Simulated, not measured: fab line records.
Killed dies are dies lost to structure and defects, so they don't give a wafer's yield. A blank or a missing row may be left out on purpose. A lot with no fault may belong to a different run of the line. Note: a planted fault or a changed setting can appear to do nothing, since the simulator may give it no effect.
Lot-split experiment :: flow berkeley_cmos170 :: 23 wafers read from 5 lots, route of 331 steps

## SPLIT DETAILS
At UCB170_NWELL_PEB_10, the setting peb_temp_c was moved away from the recipe's 130 C on 6 of the 23 wafers read, by -2.1% to -1.6%. For the rest of the wafers, this setting stayed at what the recipe calls for.

## FROM SPLIT TO READING: 1 step shown by the file between the two
- UCB170_NWELL_DEVELOP_11: develop time 45 s

## THE READING
NWELL.cd_nm (the simulator's own value, which no gauge read), in nm, at UCB170_NWELL_ETCH_13 (etches Si3N4 in CH3F/Ar/O2, stops on SiO2, target depth 246.4 nm, time 154 s). The file does not state a usual value for it. The 17 wafers here that ran the recipe average 3000 nm, standard deviation 1 nm.

wafer: L074.2
tool, chamber at the split: litho_track-04, 0
peb_temp_c as run, C: 127.9
against the recipe: -1.6%
NWELL.cd_nm, nm: 2983
against lot-mates on the recipe: -16

wafer: L074.3
tool, chamber at the split: litho_track-04, 0
peb_temp_c as run, C: 127.9
against the recipe: -1.6%
NWELL.cd_nm, nm: 2984
against lot-mates on the recipe: -14

wafer: L074.4
tool, chamber at the split: litho_track-04, 0
peb_temp_c as run, C: 130
against the recipe: recipe
NWELL.cd_nm, nm: 2998
against lot-mates on the recipe: -

wafer: L074.5
tool, chamber at the split: litho_track-04, 0
peb_temp_c as run, C: 130
against the recipe: recipe
NWELL.cd_nm, nm: 2999
against lot-mates on the recipe: -

wafer: L074.6
tool, chamber at the split: litho_track-04, 0
peb_temp_c as run, C: 127.9
against the recipe: -1.6%
NWELL.cd_nm, nm: 2982
against lot-mates on the recipe: -16

wafer: L075.1
tool, chamber at the split: litho_track-01, 0
peb_temp_c as run, C: 130
against the recipe: recipe
NWELL.cd_nm, nm: 3002
against lot-mates on the recipe: -

wafer: L075.2
tool, chamber at the split: litho_track-01, 0
peb_temp_c as run, C: 130
against the recipe: recipe
NWELL.cd_nm, nm: 3000
against lot-mates on the recipe: -

wafer: L075.4
tool, chamber at the split: litho_track-01, 0
peb_temp_c as run, C: 130
against the recipe: recipe
NWELL.cd_nm, nm: 3000
against lot-mates on the recipe: -

wafer: L075.3
tool, chamber at the split: litho_track-01, 0
peb_temp_c as run, C: 130
against the recipe: recipe
NWELL.cd_nm, nm: 3001
against lot-mates on the recipe: -

wafer: L075.5
tool, chamber at the split: litho_track-01, 0
peb_temp_c as run, C: 130
against the recipe: recipe
NWELL.cd_nm, nm: 3001
against lot-mates on the recipe: -

wafer: L078.2
tool, chamber at the split: litho_track-02, 0
peb_temp_c as run, C: 127.3
against the recipe: -2.1%
NWELL.cd_nm, nm: 2979
against lot-mates on the recipe: -22

wafer: L078.3
tool, chamber at the split: litho_track-02, 0
peb_temp_c as run, C: 127.3
against the recipe: -2.1%
NWELL.cd_nm, nm: 2979
against lot-mates on the recipe: -22

wafer: L078.4
tool, chamber at the split: litho_track-02, 0
peb_temp_c as run, C: 130
against the recipe: recipe
NWELL.cd_nm, nm: 3001
against lot-mates on the recipe: -

wafer: L078.5
tool, chamber at the split: litho_track-02, 0
peb_temp_c as run, C: 127.3
against the recipe: -2.1%
NWELL.cd_nm, nm: 2978
against lot-mates on the recipe: -22

wafer: L078.6
tool, chamber at the split: litho_track-02, 0
peb_temp_c as run, C: 130
against the recipe: recipe
NWELL.cd_nm, nm: 3000
against lot-mates on the recipe: -

wafer: L084.1
tool, chamber at the split: litho_track-01, 0
peb_temp_c as run, C: 130
against the recipe: recipe
NWELL.cd_nm, nm: 3002
against lot-mates on the recipe: -

wafer: L084.3
tool, chamber at the split: litho_track-01, 0
peb_temp_c as run, C: 130
against the recipe: recipe
NWELL.cd_nm, nm: 3001
against lot-mates on the recipe: -

wafer: L084.4
tool, chamber at the split: litho_track-01, 0
peb_temp_c as run, C: 130
against the recipe: recipe
NWELL.cd_nm, nm: 3001
against lot-mates on the recipe: -

wafer: L084.6
tool, chamber at the split: litho_track-01, 0
peb_temp_c as run, C: 130
against the recipe: recipe
NWELL.cd_nm, nm: 3001
against lot-mates on the recipe: -

wafer: L084.5
tool, chamber at the split: litho_track-01, 0
peb_temp_c as run, C: 130
against the recipe: recipe
NWELL.cd_nm, nm: 3000
against lot-mates on the recipe: -

wafer: L085.3
tool, chamber at the split: litho_track-02, 0
peb_temp_c as run, C: 130
against the recipe: recipe
NWELL.cd_nm, nm: 3000
against lot-mates on the recipe: -

wafer: L085.4
tool, chamber at the split: litho_track-02, 0
peb_temp_c as run, C: 130
against the recipe: recipe
NWELL.cd_nm, nm: 3000
against lot-mates on the recipe: -

wafer: L085.5
tool, chamber at the split: litho_track-02, 0
peb_temp_c as run, C: 130
against the recipe: recipe
NWELL.cd_nm, nm: 2999
against lot-mates on the recipe: -

THE FIT
A straight line over all 23 wafers: NWELL.cd_nm changes by +10.5 nm for each +1% of peb_temp_c; r = +0.99; the points scatter about the line by 1 nm.
The same after taking each lot's own level away (the mean of its wafers on the recipe; 23 wafers): +10.2 nm for each +1%; r = +1.00; scatter 0.79 nm.
That fit puts the effect of the largest move of peb_temp_c on the reading at 21 nm.
From 2998.5 to 3001.0 nm: that is the span of the lots' own levels, equal to 2.4 times the standard deviation above.
Hence the lot-to-lot level has little effect on the slope; both slopes agree.
Check: with one of the wafers moved furthest among these (-2.1%) left out of the fit, the line predicts -21 nm for it against its lot-mates. It came out at -21.5 nm against them.

## OTHER SPLITS APPLIED TO THESE WAFERS
Note: prior to the reading, these wafers also went through further splits. Each is held against what the fit with the lots' levels taken away leaves over:
other split on the same wafers: UCB170_ZERO_STRIP_07 o2_flow_sccm
wafers away from the commonest value: 7
r with NWELL.cd_nm (lot level and that fit taken away): +0.27

## THE FILE'S OWN FIT
NWELL.cd_nm changes by +10 nm for each +1% of peb_temp_c, r = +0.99.
